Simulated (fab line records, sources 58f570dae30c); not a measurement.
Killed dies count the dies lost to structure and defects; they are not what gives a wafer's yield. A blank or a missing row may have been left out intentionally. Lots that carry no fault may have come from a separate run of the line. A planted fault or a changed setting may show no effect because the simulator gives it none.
One fault through the eyes of 2 desks :: flow berkeley-cmos170 :: every desk sees just its own numbers, and what lay behind them comes last

== FROM THE METROLOGY DESK ==
Means of the sampled wafers that have a number, per lot and without regard to the tool the lot ran on: this is what the gauges read. Marked OUT: a lot whose mean sits more than 4 standard deviations from the usual mean, which makes it out of limits; the brackets give that distance.
Columns: A = V1_OVL at UCB170_V1_OVL_MEAS_13, usual -1 nm; B = V2_TEOS_THK at UCB170_V2_THK_MEAS_01, usual 2008 nm
lot: L260
first seen here: day 8 13:48
A: -2
B: 2011

lot: L261
first seen here: day 8 14:35
A: -1
B: 2026

lot: L263
first seen here: day 9 03:26
A: 2
B: 1988

lot: L264
first seen here: day 9 15:24
A: 5
B: 2016

lot: L267
first seen here: day 9 17:08
A: -7
B: 2000

lot: L266
first seen here: day 9 18:12
A: 2
B: 2012

lot: L265
first seen here: day 9 21:50
A: 5
B: 2023

lot: L269
first seen here: day 10 03:26
A: 5
B: 2008

lot: L268
first seen here: day 10 04:12
A: -5
B: 2036

lot: L270
first seen here: day 10 15:01
A: 1
B: 2028

lot: L272
first seen here: day 10 15:27
A: 0
B: 1994

lot: L275
first seen here: day 11 04:52
A: 5
B: 2004

lot: L274
first seen here: day 11 07:41
A: -2
B: 2016

lot: L276
first seen here: day 11 09:10
A: -2
B: 2040
Result from this desk: across the 14 lots, nothing is out of limits.

== DESK OF THE TOOL OWNER: plasma-asher-01 ==
The tool's own readings at UCB170_M2_STRIP_07 (strips in O2): means of the sampled wafers that have a number, for each lot that ran on this tool. Marked OUT: a lot whose mean sits more than 4 standard deviations from the usual mean, which makes it out of limits; the brackets give that distance.
Columns: A = chamber-pressure-mTorr at UCB170_M2_STRIP_07, usual 3500 mTorr; B = drypump-motor-current-A at UCB170_M2_STRIP_07, usual 5.6 A; C = oes-product-au at UCB170_M2_STRIP_07, usual 0.735 a.u.; D = strip-time-to-endpoint-s at UCB170_M2_STRIP_07, usual 21.96 s
lot: L261
first seen here: day 8 16:06
A: 3497
B: 5.8
C: 0.731
D: 21.98

lot: L267
first seen here: day 9 18:20
A: 3500
B: 5.8
C: 0.734
D: 21.94

lot: L265
first seen here: day 9 23:17
A: 3498
B: 5.8
C: 0.735
D: 21.94

lot: L269
first seen here: day 10 04:50
A: 3498
B: 5.4
C: 0.733
D: 21.94

lot: L270
first seen here: day 10 16:15
A: 3500
B: 5.8
C: 0.733
D: 21.95
Result from this desk: across the 5 lots, nothing is out of limits.

== BROUGHT TOGETHER ==
The metrology desk saw nothing out of limits.
Nothing out of limits was seen by the tool owner's desk.

== WHAT THE SIMULATOR PUT IN ==
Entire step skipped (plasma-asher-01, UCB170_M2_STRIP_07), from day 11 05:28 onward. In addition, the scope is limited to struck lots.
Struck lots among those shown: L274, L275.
